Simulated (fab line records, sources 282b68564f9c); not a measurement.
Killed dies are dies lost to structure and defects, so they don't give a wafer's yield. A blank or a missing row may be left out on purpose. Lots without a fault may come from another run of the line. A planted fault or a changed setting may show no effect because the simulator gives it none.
fab line records | flow rit_cmos
record lots=7 wafers=21 last_day=8
route steps=202 shown SPACER@128 NSD@131 PSD@142 SDANNEAL@153 PLDD@159 NLDD@160 SILICIDE@161 CONTACT@168 M1@202
lots that met no fault: from a run of the same line without faults
start_h: hours from the record's first day to the start of the lot's first wafer shown | wait_h: hours since the lot's step before | " the same as in the row above | L1.1+2: a row that stands for several wafers | - no value, or no start given | * or withheld: withheld | < > ~ a bound
route shown NAME@n: a module of which the file shows steps, and the number in the route of the first | usual: mean/standard deviation of fault-free wafers | same: alike in all rows | chamber/n: place in a boat | sites: the reading at each site | _std_site: their standard deviation | _edge_site: outer sites' mean less inner sites' | radius_mm: how far each site lies from the wafer's centre | mask NAME#n: copy n | behind: the tool/chamber that last shaped the wafer | hold: why the lot was held/for how many hours/how that ended | device: the transistor (n, p or np) that didn't switch | end of line: the same wafers' tests at the end of the route | a step without rows: its recipe alone | killed: dies lost to structure and defects at the first sort, not the wafer's yield | map: a wafer's dies, x killed, . not, _ none there
set.NAME: the setting as run; set.NAME@STEP: as run at that earlier step | model.NAME: the simulator's own value behind a step, which no gauge read
lots at some steps of the route; a table a step, a row a wafer
services: from which hour (start_h, from the record's first day; less than 0 if before it) a tool's chamber was out of use, for how many hours, and why
## steps
# step RIT_SPACER_CVD_03
# recipe material=Si3N4 target_thk_nm=250 temp_c=810 precursor=SiH2Cl2/NH3 time_s=3300 pressure_mtorr=300 sih2cl2_flow_sccm=60 nh3_flow_sccm=150
# step RIT_SPACER_THK_MEAS_04
# recipe reads=Si3N4_of_SPACER_CVD_03
# usual SPACER_NITRIDE_THK=249.6/2.6
# columns lot.wafer tool chamber start_h wait_h SPACER_NITRIDE_THK[nm]
L269.3 film_metro-01 - 77.59 0.0 247.9
L269.4 " - " " 244.4
L269.6 " - " " 247.8
L271.2 film_metro-03 - 86.31 0.0 249.5
L271.3 " - " " 247.5
L271.6 " - " " 248.4
L274.1 film_metro-03 - 99.28 0.0 254.6
L274.2 " - " " 256.0
L274.3 " - " " 254.1
L275.1 film_metro-03 - 100.45 0.0 248.4
L275.2 " - " " 250.2
L275.4 " - " " 252.3
L276.1 film_metro-04 - 107.04 0.0 249.2
L276.2 " - " " 250.4
L276.5 " - " " 250.2
L282.1 film_metro-03 - 132.46 0.0 251.7
L282.2 " - " " 249.4
L282.3 " - " " 249.2
L285.1 film_metro-04 - 168.43 0.1 250.2
L285.4 " - " " 250.1
L285.6 " - " " 250.3
# step RIT_SPACER_ETCHBACK_05
# recipe target_depth_a=2500 SF6_flow_sccm=30 CHF3_flow_sccm=30 target=Si3N4 chemistry=SF6/CHF3 pressure_mtorr=40 rf_w=250 time_s=240 stop_on=SiO2
# usual drypump_motor_current_A=5.7/0.61 oes_product_au=0.840/0.012 throttle_valve_pct=10.26/0.11
# columns lot.wafer tool chamber start_h wait_h drypump_motor_current_A oes_product_au rf_hours_counter_h throttle_valve_pct
L269.3 rie_diel-02 2 77.63 0.0 5.8 0.816 7 10.32
L269.4 " 3 " " 6.2 0.824 5 10.42
L269.6 " 2 " " 5.8 0.819 - 10.30
L271.2 rie_diel-03 3 86.36 0.0 6.3 0.835 7 10.18
L271.3 " 1 " " 5.0 0.835 46 10.34
L271.6 " 3 " " 6.3 0.836 - 10.20
L274.1 rie_diel-03 1 99.34 0.1 5.0 0.852 46 10.36
L274.2 " 2 " " 4.7 0.841 120 10.22
L274.3 " 3 " " 6.3 0.857 7 10.20
L275.1 rie_diel-03 1 100.51 0.1 5.0 0.838 46 10.37
L275.2 " 3 " " 6.3 0.833 7 10.19
L275.4 " 2 " " 4.7 0.832 120 10.22
L276.1 rie_diel-01 3 107.10 0.1 6.4 0.847 6 10.09
L276.2 " 2 " " 6.4 0.869 144 10.16
L276.5 " 0 " " 5.8 0.839 - 10.36
L282.1 rie_diel-03 1 132.52 0.1 5.0 0.845 47 10.35
L282.2 " 0 " " 5.1 0.855 19 10.36
L282.3 " 2 " " 4.7 0.828 120 10.21
L285.1 rie_diel-01 1 168.49 0.1 6.5 0.840 16 10.16
L285.4 " 3 " " 6.4 0.846 - 10.09
L285.6 " 0 " " 5.8 0.843 - 10.36
# step RIT_NSD_HMDS_00
# recipe prime_time_s=60 prime_temp_c=140
# step RIT_NSD_COAT_01
# recipe resist=NOVOLAK spin_rpm=3250 resist_thk_nm=1000
# step RIT_NSD_SOFTBAKE_02
# recipe resist=NOVOLAK temp_c=90 time_s=60
# step RIT_NSD_EXPOSE_03
# recipe mask_id=M9 na=0.57 target_cd_nm=40700 dose_mj=250
# step RIT_NSD_PEB_04
# recipe resist=NOVOLAK temp_c=withheld time_s=withheld
# step RIT_NSD_DEVELOP_05
# recipe resist=NOVOLAK develop_time_s=50 dev_temp_c=23
# step RIT_NSD_OVL_MEAS_06
# usual NSD_OVL=0.1/1.1
# columns lot.wafer tool chamber start_h wait_h NSD_OVL[nm]
L269.3 overlay-01 - 78.72 - -1.6
L269.4 " - " " -0.2
L269.6 " - " " -0.6
L271.2 overlay-01 - 87.37 - 1.0
L271.3 " - " " 1.6
L271.6 " - " " -1.0
L274.1 overlay-01 - 100.34 - 1.0
L274.2 " - " " 1.1
L274.3 " - " " 1.1
L275.1 overlay-01 - 101.95 - 0.1
L275.2 " - " " -0.6
L275.4 " - " " -0.3
L276.1 overlay-01 - 108.10 - -1.1
L276.2 " - " " -1.7
L276.5 " - " " 0.0
L282.1 overlay-01 - 133.52 - -0.4
L282.2 " - " " -0.8
L282.3 " - " " 0.5
L285.1 overlay-01 - 169.61 - -1.7
L285.4 " - " " -0.4
L285.6 " - " " -1.5
# step RIT_NSD_HARDBAKE_07
# recipe resist=NOVOLAK temp_c=140 time_s=60
# step RIT_NSD_IMPLANT_08
# recipe species=P energy_kev=25 dose_cm2=1e+15 tilt_deg=7
# step RIT_NSD_STRIP_09
# recipe chemistry=O2 time_s=180 resist=NOVOLAK platen_temp_c=withheld power_w=500 pressure_mtorr=4000 o2_flow_sccm=4000
# usual drypump_motor_current_A=5.9/0.52
# columns lot.wafer tool chamber start_h wait_h drypump_motor_current_A rf_hours_counter_h
L269.3 plasma_asher-02 0 79.10 0.1 6.6 -
L269.4 " 1 " " 4.9 -
L269.6 " 1 " " 4.9 -
L271.2 plasma_asher-04 0 87.70 0.1 6.2 44
L271.3 " 0 " " 6.2 -
L271.6 " 1 " " 6.0 -
L274.1 plasma_asher-04 1 100.68 0.1 6.0 46
L274.2 " 0 " " 6.3 46
L274.3 " 0 " " 6.3 -
L275.1 plasma_asher-04 0 102.28 0.1 6.2 46
L275.2 " 1 " " 6.0 46
L275.4 " 1 " " 6.0 -
L276.1 plasma_asher-04 0 108.44 0.1 6.2 47
L276.2 " 1 " " 6.0 47
L276.5 " 0 " " 6.2 -
L282.1 plasma_asher-01 0 133.86 0.1 6.2 36
L282.2 " 1 " " 5.7 36
L282.3 " 1 " " 5.7 -
L285.1 plasma_asher-01 0 169.95 0.1 6.1 39
L285.4 " 0 " " 6.1 -
L285.6 " 1 " " 5.6 -
# step RIT_NSD_TW_MEAS_10
# usual NSD_TW=3103/28
# columns lot.wafer tool chamber start_h wait_h NSD_TW
L269.3 film_metro-04 - 79.24 0.1 3127
L269.4 " - " " 3127
L269.6 " - " " 3114
L271.2 film_metro-04 - 87.88 0.1 3098
L271.3 " - " " 3121
L271.6 " - " " 3123
L274.1 film_metro-01 - 100.85 0.1 3129
L274.2 " - " " 3131
L274.3 " - " " 3130
L275.1 film_metro-04 - 102.46 0.1 3096
L275.2 " - " " 3086
L275.4 " - " " 3105
L276.1 film_metro-01 - 108.61 0.1 3135
L276.2 " - " " 3127
L276.5 " - " " 3119
L282.1 film_metro-02 - 134.03 0.1 3073
L282.2 " - " " 3062
L282.3 " - " " 3073
L285.1 film_metro-02 - 170.12 0.1 3071
L285.4 " - " " 3052
L285.6 " - " " 3065
# step RIT_PSD_HMDS_00
# recipe prime_time_s=60 prime_temp_c=140
# step RIT_PSD_COAT_01
# recipe resist=NOVOLAK spin_rpm=3250 resist_thk_nm=1000
# step RIT_PSD_SOFTBAKE_02
# recipe resist=NOVOLAK temp_c=90 time_s=60
# step RIT_PSD_EXPOSE_03
# recipe mask_id=M10 na=0.57 target_cd_nm=40900 dose_mj=250
# step RIT_PSD_PEB_04
# recipe resist=NOVOLAK temp_c=withheld time_s=withheld
# step RIT_PSD_DEVELOP_05
# recipe resist=NOVOLAK develop_time_s=50 dev_temp_c=23
# step RIT_PSD_OVL_MEAS_06
# usual PSD_OVL=-0.3/1.3
# columns lot.wafer tool chamber start_h wait_h PSD_OVL[nm]
L269.3 overlay-01 - 80.27 - -0.5
L269.4 " - " " -2.2
L269.6 " - " " -0.7
L271.2 overlay-01 - 88.91 - -1.2
L271.3 " - " " -2.4
L271.6 " - " " -0.7
L274.1 overlay-02 - 101.96 - -0.6
L274.2 " - " " -0.1
L274.3 " - " " 1.1
L275.1 overlay-01 - 103.54 - -1.1
L275.2 " - " " 0.6
L275.4 " - " " -1.1
L276.1 overlay-02 - 109.60 - -0.4
L276.2 " - " " -2.6
L276.5 " - " " -2.9
L282.1 overlay-01 - 135.11 - -1.0
L282.2 " - " " -1.9
L282.3 " - " " 0.0
L285.1 overlay-02 - 171.03 - 0.3
L285.4 " - " " 0.1
L285.6 " - " " 0.4
# step RIT_PSD_HARDBAKE_07
# recipe resist=NOVOLAK temp_c=140 time_s=60
# step RIT_PSD_IMPLANT_08
# recipe species=BF2 energy_kev=27 dose_cm2=5e+15 tilt_deg=7
# step RIT_PSD_STRIP_09
# recipe chemistry=O2 time_s=180 resist=NOVOLAK platen_temp_c=withheld power_w=500 pressure_mtorr=4000 o2_flow_sccm=4000
# usual drypump_motor_current_A=6.0/0.42
# columns lot.wafer tool chamber start_h wait_h drypump_motor_current_A rf_hours_counter_h
L269.3 plasma_asher-04 0 80.65 0.1 6.3 -
L269.4 " 1 " " 6.1 -
L269.6 " 0 " " 6.3 -
L271.2 plasma_asher-04 1 89.24 0.1 6.1 44
L271.3 " 1 " " 6.0 -
L271.6 " 1 " " 6.1 -
L274.1 plasma_asher-03 1 102.43 0.1 6.5 45
L274.2 " 0 " " 5.6 45
L274.3 " 0 " " 5.5 -
L275.1 plasma_asher-03 1 103.88 0.1 6.5 46
L275.2 " 0 " " 5.6 46
L275.4 " 1 " " 6.5 -
L276.1 plasma_asher-02 0 109.93 0.1 6.6 44
L276.2 " 1 " " 4.9 44
L276.5 " 1 " " 4.9 -
L282.1 plasma_asher-03 0 135.44 0.1 5.6 50
L282.2 " 1 " " 6.5 50
L282.3 " 0 " " 5.6 -
L285.1 plasma_asher-03 0 171.45 0.1 5.6 52
L285.4 " 0 " " 5.6 -
L285.6 " 0 " " 5.6 -
# step RIT_PSD_TW_MEAS_10
# usual PSD_TW=3415/29
# columns lot.wafer tool chamber start_h wait_h PSD_TW
L269.3 film_metro-04 - 80.78 0.1 3431
L269.4 " - " " 3415
L269.6 " - " " 3414
L271.2 film_metro-04 - 89.43 0.1 3446
L271.3 " - " " 3421
L271.6 " - " " 3415
L274.1 film_metro-02 - 102.61 0.1 3374
L274.2 " - " " 3372
L274.3 " - " " 3369
L275.1 film_metro-02 - 104.05 0.1 3362
L275.2 " - " " 3344
L275.4 " - " " 3381
L276.1 film_metro-01 - 110.11 0.1 3468
L276.2 " - " " 3444
L276.5 " - " " 3437
L282.1 film_metro-01 - 135.62 0.1 3435
L282.2 " - " " 3419
L282.3 " - " " 3438
L285.1 film_metro-01 - 171.63 0.1 3442
L285.4 " - " " 3440
L285.6 " - " " 3420
# step RIT_SDANNEAL_CLEAN_00
# recipe chemistry=SC1 mix=3:3:50 time_s=600 temp_c=75
# step RIT_SDANNEAL_CLEAN_01
# recipe chemistry=dHF dilution=50:1 time_s=30
# step RIT_SDANNEAL_CLEAN_02
# recipe chemistry=SC2 mix=3:3:50 time_s=600 temp_c=75 dry=n2_spin
# step RIT_SDANNEAL_RTA_03
# recipe temp_c=1050 time_s=5 idle_temp_c=600 ramp_up_c_per_s=342 ramp_down_c_per_s=171 cool_to_c=600 ambient=N2
# usual ramp_up_c_per_s=342.00/0.068 wafer_temp_C_max=1053.5/1
# columns lot.wafer tool chamber start_h wait_h ramp_up_c_per_s wafer_temp_C_max
L269.3 rtp_anneal-02 0 81.21 0.0 342.00 1053.7
L269.4 " 0 " " 342.00 1053.6
L269.6 " 0 " " 342.09 1053.0
L271.2 rtp_anneal-02 0 89.86 0.0 341.94 1052.8
L271.3 " 0 " " 341.96 1053.2
L271.6 " 0 " " 341.89 1053.7
L274.1 rtp_anneal-01 0 103.07 0.0 341.96 1053.6
L274.2 " 0 " " 341.95 1053.4
L274.3 " 0 " " 341.96 1052.8
L275.1 rtp_anneal-02 0 104.53 0.0 341.91 1054.9
L275.2 " 0 " " 341.93 1052.1
L275.4 " 0 " " 342.05 1052.5
L276.1 rtp_anneal-01 0 110.55 0.0 341.99 1055.6
L276.2 " 0 " " 342.07 1053.9
L276.5 " 0 " " 341.97 1053.9
L282.1 rtp_anneal-01 0 136.05 0.0 341.99 1054.1
L282.2 " 0 " " 341.94 1053.2
L282.3 " 0 " " 341.98 1053.7
L285.1 rtp_anneal-02 0 172.06 0.0 341.90 1054.3
L285.4 " 0 " " 342.05 1054.8
L285.6 " 0 " " 342.00 1051.4
# step RIT_SDANNEAL_RS_MEAS_04
# recipe thk_meas_gauge=four-point-probe
# usual PSD_RS=116.0/0.37
# columns lot.wafer tool chamber start_h wait_h PSD_RS[ohm/sq]
L269.3 film_metro-04 - 81.29 0.1 116.2
L269.4 " - " " 116.0
L269.6 " - " " 115.8
L271.2 film_metro-01 - 89.92 0.1 116.4
L271.3 " - " " 116.1
L271.6 " - " " 116.5
L274.1 film_metro-02 - 103.13 0.0 116.2
L274.2 " - " " 115.9
L274.3 " - " " 116.2
L275.1 film_metro-04 - 104.59 0.0 116.1
L275.2 " - " " 116.1
L275.4 " - " " 116.0
L276.1 film_metro-01 - 110.61 0.0 116.2
L276.2 " - " " 116.3
L276.5 " - " " 116.0
L282.1 film_metro-01 - 136.10 0.0 116.4
L282.2 " - " " 116.4
L282.3 " - " " 116.1
L285.1 film_metro-02 - 172.11 0.0 115.3
L285.4 " - " " 115.4
L285.6 " - " " 115.8
# step RIT_SDANNEAL_RS_MEAS_05
# recipe thk_meas_gauge=four-point-probe
# usual NSD_RS=84.5/0.3
# columns lot.wafer tool chamber start_h wait_h NSD_RS[ohm/sq]
L269.3 film_metro-04 - 81.41 0.1 84.5
L269.4 " - " " 84.3
L269.6 " - " " 84.5
L271.2 film_metro-01 - 90.04 0.1 84.7
L271.3 " - " " 84.7
L271.6 " - " " 84.6
L274.1 film_metro-02 - 103.25 0.1 84.6
L274.2 " - " " 84.5
L274.3 " - " " 84.7
L275.1 film_metro-04 - 104.71 0.1 84.7
L275.2 " - " " 85.0
L275.4 " - " " 84.9
L276.1 film_metro-01 - 110.73 0.1 84.8
L276.2 " - " " 85.1
L276.5 " - " " 85.1
L282.1 film_metro-01 - 136.22 0.1 84.4
L282.2 " - " " 84.3
L282.3 " - " " 84.5
L285.1 film_metro-02 - 172.23 0.1 84.5
L285.4 " - " " 84.7
L285.6 " - " " 84.6
# step RIT_SDANNEAL_RS_MEAS_06
# recipe thk_meas_gauge=four-point-probe
# usual PLDD_RS=178.8/0.48
# columns lot.wafer tool chamber start_h wait_h PLDD_RS[ohm/sq]
L269.3 film_metro-04 - 81.53 0.1 178.7
L269.4 " - " " 178.8
L269.6 " - " " 178.7
L271.2 film_metro-01 - 90.16 0.1 179.4
L271.3 " - " " 179.9
L271.6 " - " " 179.9
L274.1 film_metro-02 - 103.37 0.1 178.9
L274.2 " - " " 178.9
L274.3 " - " " 178.6
L275.1 film_metro-04 - 104.83 0.1 178.4
L275.2 " - " " 178.4
L275.4 " - " " 178.1
L276.1 film_metro-01 - 110.85 0.1 178.9
L276.2 " - " " 179.1
L276.5 " - " " 178.9
L282.1 film_metro-01 - 136.34 0.1 178.6
L282.2 " - " " 178.3
L282.3 " - " " 178.7
L285.1 film_metro-02 - 172.35 0.1 178.2
L285.4 " - " " 178.0
L285.6 " - " " 177.9
# step RIT_SDANNEAL_RS_MEAS_07
# recipe thk_meas_gauge=four-point-probe
# usual NLDD_RS=151.7/0.47
# columns lot.wafer tool chamber start_h wait_h NLDD_RS[ohm/sq]
L269.3 film_metro-04 - 81.65 0.1 151.8
L269.4 " - " " 152.2
L269.6 " - " " 152.1
L271.2 film_metro-01 - 90.28 0.1 151.8
L271.3 " - " " 151.9
L271.6 " - " " 151.6
L274.1 film_metro-02 - 103.49 0.1 151.7
L274.2 " - " " 151.8
L274.3 " - " " 151.4
L275.1 film_metro-04 - 104.95 0.1 151.8
L275.2 " - " " 151.8
L275.4 " - " " 151.9
L276.1 film_metro-01 - 110.97 0.1 152.1
L276.2 " - " " 152.8
L276.5 " - " " 152.3
L282.1 film_metro-01 - 136.46 0.1 151.9
L282.2 " - " " 151.3
L282.3 " - " " 151.6
L285.1 film_metro-02 - 172.47 0.1 152.0
L285.4 " - " " 151.8
L285.6 " - " " 151.6
# step RIT_SILICIDE_WET_ETCH_00
# recipe chemistry=BOE target=SiO2 target_depth_nm=14 time_s=15 dry=n2_spin dilution=10:1 temp_c=21.5
# step RIT_SILICIDE_SPUTTER_01
# recipe material=Ti target_thk_nm=30 power_w=350 chamber_pressure_pa=0.667 gas=Ar time_s=240 substrate_temp_c=25
# step RIT_SILICIDE_RS_MEAS_02
# recipe thk_meas_gauge=four-point-probe reads=Ti_of_SILICIDE_SPUTTER_01
# usual SILICIDE_TI_RS=48.1/0.58
# columns lot.wafer tool chamber start_h wait_h SILICIDE_TI_RS[ohm/sq]
L269.3 film_metro-02 - 81.93 0.1 48.5
L269.4 " - " " 47.2
L269.6 " - " " 47.5
L271.2 film_metro-02 - 90.58 0.1 48.0
L271.3 " - " " 47.7
L271.6 " - " " 48.8
L274.1 film_metro-04 - 103.77 0.1 48.0
L274.2 " - " " 47.6
L274.3 " - " " 48.5
L275.1 film_metro-03 - 105.23 0.1 48.2
L275.2 " - " " 48.9
L275.4 " - " " 47.8
L276.1 film_metro-04 - 111.25 0.1 47.6
L276.2 " - " " 47.9
L276.5 " - " " 48.2
L282.1 film_metro-02 - 136.75 0.1 48.5
L282.2 " - " " 49.1
L282.3 " - " " 48.9
L285.1 film_metro-03 - 172.76 0.1 47.3
L285.4 " - " " 48.1
L285.6 " - " " 47.8
# step RIT_SILICIDE_THK_MEAS_03
# recipe thk_meas_gauge=xrf reads=Ti_of_SILICIDE_SPUTTER_01
# usual SILICIDE_TI_THK=30.0/0.32
# columns lot.wafer tool chamber start_h wait_h SILICIDE_TI_THK[nm]
L269.3 film_metro-02 - 82.03 0.1 30.1
L269.4 " - " " 30.6
L269.6 " - " " 30.5
L271.2 film_metro-02 - 90.69 0.1 30.1
L271.3 " - " " 30.3
L271.6 " - " " 29.9
L274.1 film_metro-04 - 103.89 0.1 30.1
L274.2 " - " " 30.2
L274.3 " - " " 29.8
L275.1 film_metro-03 - 105.35 0.1 29.8
L275.2 " - " " 29.5
L275.4 " - " " 29.9
L276.1 film_metro-04 - 111.37 0.1 30.4
L276.2 " - " " 30.2
L276.5 " - " " 30.1
L282.1 film_metro-02 - 136.87 0.1 30.0
L282.2 " - " " 29.5
L282.3 " - " " 29.6
L285.1 film_metro-03 - 172.88 0.1 30.3
L285.4 " - " " 29.9
L285.6 " - " " 30.2
# step RIT_SILICIDE_RTA_04
# recipe temp_c=650 time_s=10 idle_temp_c=25 ramp_up_s=5 ramp_down_s=5 cool_to_c=25 ambient=N2
# usual wafer_temp_C_max=653.5/0.68
# columns lot.wafer tool chamber start_h wait_h wafer_temp_C_max
L269.3 rtp_anneal-01 0 82.09 0.1 654.0
L269.4 " 0 " " 653.5
L269.6 " 0 " " 653.9
L271.2 rtp_anneal-01 0 90.75 0.1 653.1
L271.3 " 0 " " 652.8
L271.6 " 0 " " 653.0
L274.1 rtp_anneal-02 0 103.95 0.1 653.6
L274.2 " 0 " " 653.1
L274.3 " 0 " " 652.5
L275.1 rtp_anneal-01 0 105.41 0.1 654.2
L275.2 " 0 " " 653.3
L275.4 " 0 " " 652.8
L276.1 rtp_anneal-02 0 111.43 0.1 652.9
L276.2 " 0 " " 653.4
L276.5 " 0 " " 652.1
L282.1 rtp_anneal-02 0 136.93 0.1 652.0
L282.2 " 0 " " 652.7
L282.3 " 0 " " 653.5
L285.1 rtp_anneal-01 0 172.94 0.1 654.1
L285.4 " 0 " " 653.5
L285.6 " 0 " " 653.2
# step RIT_SILICIDE_WET_ETCH_05
# recipe chemistry=SPM target=Ti temp_c=90 time_s=120 dry=n2_spin
# step RIT_SILICIDE_RTA_06
# recipe temp_c=750 time_s=10 idle_temp_c=25 ramp_up_s=5 ramp_down_s=10 cool_to_c=25 ambient=N2
# usual wafer_temp_C_max=754.0/0.79
# columns lot.wafer tool chamber start_h wait_h wafer_temp_C_max
L269.3 rtp_anneal-02 0 82.25 0.0 755.4
L269.4 " 0 " " 754.5
L269.6 " 0 " " 753.5
L271.2 rtp_anneal-02 0 90.86 0.0 754.5
L271.3 " 0 " " 754.6
L271.6 " 0 " " 755.5
L274.1 rtp_anneal-01 0 104.06 0.0 753.4
L274.2 " 0 " " 753.6
L274.3 " 0 " " 755.0
L275.1 rtp_anneal-02 0 105.52 0.0 752.8
L275.2 " 0 " " 754.4
L275.4 " 0 " " 754.4
L276.1 rtp_anneal-01 0 111.55 0.0 753.2
L276.2 " 0 " " 754.5
L276.5 " 0 " " 753.6
L282.1 rtp_anneal-01 0 137.04 0.0 754.4
L282.2 " 0 " " 753.2
L282.3 " 0 " " 752.4
L285.1 rtp_anneal-02 0 173.05 0.0 755.5
L285.4 " 0 " " 753.0
L285.6 " 0 " " 753.4
# step RIT_CONTACT_CVD_00
# recipe material=SiO2 target_thk_nm=400 precursor=TEOS temp_c=390 time_s=61 rf_w=400
# step RIT_CONTACT_THK_MEAS_01
# recipe reads=SiO2_of_CONTACT_CVD_00
# usual CONTACT_TEOS_THK=401/5.8
# columns lot.wafer tool chamber start_h wait_h CONTACT_TEOS_THK[nm]
L269.3 film_metro-01 - 82.37 0.0 393
L269.4 " - " " 405
L269.6 " - " " 397
L271.2 film_metro-01 - 90.98 0.0 401
L271.3 " - " " 399
L271.6 " - " " 397
L274.1 film_metro-01 - 104.18 0.0 399
L274.2 " - " " 401
L274.3 " - " " 398
L275.1 film_metro-01 - 105.64 0.0 398
L275.2 " - " " 408
L275.4 " - " " 414
L276.1 film_metro-02 - 111.66 0.0 394
L276.2 " - " " 387
L276.5 " - " " 395
L282.1 film_metro-01 - 137.16 0.0 399
L282.2 " - " " 392
L282.3 " - " " 392
L285.1 film_metro-02 - 173.17 0.0 393
L285.4 " - " " 399
L285.6 " - " " 402
# step RIT_M1_PROBE_99
# usual killed_at_contacts=0.1/0.23 killed_at_front_end=6.2/2.8 killed_dies=6.3/2.7 killed_on_rim=1.7/1.3 killed_open=3.1/2 killed_short=3.2/1.8
# same gross_dies=264 killed_at_M0_to_M3=0 killed_at_M4_up=0 killed_at_back_side=0 killed_at_other=0
# columns lot.wafer tool chamber start_h wait_h killed_at_contacts killed_at_front_end killed_dies killed_on_rim killed_open killed_short
L269.3 prober-02 - 88.76 0.2 0 8 8 3 3 5
L269.4 prober-02 - 88.81 0.2 0 5 5 3 3 2
L269.6 prober-02 - 88.91 0.2 0 4 4 1 1 3
L271.2 prober-02 - 97.51 0.1 0 6 6 2 4 2
L271.3 prober-02 - 97.56 0.2 0 4 4 0 3 1
L271.6 prober-02 - 97.71 0.2 0 8 8 2 5 3
L274.1 prober-01 - 110.39 0.1 0 5 5 0 4 1
L274.2 prober-01 - 110.44 0.1 0 35 35 6 2 2
L274.3 prober-01 - 110.49 0.2 0 32 32 7 0 5
L275.1 prober-01 - 112.10 0.1 0 39 39 10 2 2
L276.1 prober-02 - 117.85 0.1 0 38 38 7 2 5
L276.2 prober-02 - 117.90 0.1 0 8 8 2 2 6
L276.5 prober-02 - 118.05 0.2 0 38 38 9 6 4
L282.2 prober-02 - 143.94 0.1 1 10 11 3 5 6
L285.1 prober-01 - 179.90 0.1 0 3 3 2 3 0
L285.4 prober-01 - 180.05 0.2 0 2 2 2 0 2
L285.6 prober-01 - 180.15 0.2 0 4 4 1 1 3
# killed by level:class
L269.3 GATE:geometric_particle:short=3 FOX1:geometric_particle:short=2 FOX1:geometric_particle:open=1 FOX2:geometric_particle:open=1 REOX:geometric_particle:open=1
L269.4 GATE:geometric_particle:open=2 FOX1:geometric_particle:open=1 FOX2:geometric_particle:short=1 GATE:geometric_particle:short=1
L269.6 FOX2:geometric_particle:short=1 GATE:geometric_particle:open=1 GATE:geometric_particle:short=1 REOX:geometric_particle:short=1
L271.2 FOX1:geometric_particle:open=1 FOX2:geometric_particle:open=1 GATE:geometric_particle:short=1 REOX:geometric_particle:short=1 SPACER:geometric_particle:open=1 SILICIDE:geometric_particle:open=1
L271.3 FOX1:geometric_particle:short=1 FOX2:geometric_particle:open=1 GATE:geometric_particle:open=1 SILICIDE:geometric_particle:open=1
L271.6 FOX1:geometric_particle:open=2 GATE:geometric_particle:open=1 GATE:geometric_particle:short=1 REOX:geometric_particle:open=1 SPACER:geometric_particle:short=1 SPACER:geometric_particle:open=1 STARTING-WAFER:geometric_particle:short=1
L274.1 FOX2:geometric_particle:open=1 GATE:geometric_particle:open=1 REOX:geometric_particle:open=1 REOX:geometric_particle:short=1 SPACER:geometric_particle:open=1
L274.2 NSD:unspecified=31 SILICIDE:geometric_particle:open=2 FOX1:geometric_particle:short=1 GATE:geometric_particle:short=1
L274.3 NSD:unspecified=27 GATE:geometric_particle:short=2 REOX:geometric_particle:short=2 SILICIDE:geometric_particle:short=1
L275.1 NSD:unspecified=35 FOX1:geometric_particle:short=1 FOX1:geometric_particle:open=1 GATE:geometric_particle:open=1 GATE:geometric_particle:short=1
L276.1 NSD:unspecified=31 GATE:geometric_particle:short=3 GATE:geometric_particle:open=2 SILICIDE:geometric_particle:short=2
L276.2 SILICIDE:geometric_particle:short=3 FOX1:geometric_particle:short=1 FOX2:geometric_particle:open=1 FOX2:geometric_particle:short=1 GATE:geometric_particle:short=1 SPACER:geometric_particle:open=1
L276.5 NSD:unspecified=28 SILICIDE:geometric_particle:open=4 GATE:geometric_particle:short=3 FOX1:geometric_particle:short=1 FOX2:geometric_particle:open=1 GATE:geometric_particle:open=1
L282.2 FOX2:geometric_particle:short=2 FOX1:geometric_particle:short=1 FOX1:geometric_particle:open=1 GATE:geometric_particle:open=1 REOX:geometric_particle:open=1 REOX:geometric_particle:short=1 SPACER:geometric_particle:open=1 SPACER:geometric_particle:short=1
L285.1 SPACER:geometric_particle:open=2 REOX:geometric_particle:open=1
L285.4 GATE:geometric_particle:short=1 SILICIDE:geometric_particle:short=1
L285.6 FOX2:geometric_particle:short=1 GATE:geometric_particle:open=1 GATE:geometric_particle:short=1 SPACER:geometric_particle:short=1
# map L274.2 (x killed, . not)
________x......_______
_____.xxxxx.......____
____x.xxxxxx.......___
___..xxxxxx.x.......__
__....xxxxx......x..._
__...xxxx.x.........._
_.......x.............
_.....................
_.....................
_.....................
__.......x..........._
__..................._
___.................__
____.......x.......___
_____.............____
________x......_______
# map L275.1 (x killed, . not)
________xxx...._______
_____xxxxxxx......____
____xxxxxxx........___
___..xxxxxx.........__
__..xxxxxxx.........._
__....xxxx..x.x......_
_......x..............
_.....................
_x....................
_.....................
__.............x....._
__..................._
___.................__
____...............___
_____.............____
________......._______
## services
# columns tool chamber start_h hours kind
rie_diel-02 3 97.35 7.3 repair
plasma_asher-04 - 108.75 9.0 pm
plasma_asher-04 0 108.75 9.0 vent_cycle
plasma_asher-04 1 108.75 9.0 vent_cycle
rie_diel-02 3 116.69 4.2 repair
plasma_asher-04 0 117.75 - clean
plasma_asher-04 1 117.75 - clean
rie_diel-02 2 129.56 2.0 repair
rie_diel-01 2 162.55 - clean
rie_diel-03 - 164.18 4.3 pm
## key
first_sign step=RIT_M1_PROBE_99 reading=killed_dies direction=up sigmas=11 usual=6.3 struck=36.4
effect step=RIT_M1_PROBE_99 reading=killed_at_front_end direction=up sigmas=11 usual=6.2 struck=36.4
met_at RIT_NSD_STRIP_09
struck_wafers L274.2,L274.3,L275.1,L276.1,L276.5
tester_left_out L274,L275,L276
onset_between 87.70 100.68
fault kind=chamber_particle_source tool=plasma_asher-04 chamber=0 onset_h=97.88 steps=RIT_NSD_STRIP_09 rate_per_visit_cm2=0.62753 end_h=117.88
# tester_left_out: of these lots the tester's yield and bins aren't shown, on N5 and GAA mostly nor the transistor test; their killed dies are dies lost to structure and defects alone, not to doping, threshold or leakage, so they don't give the yield
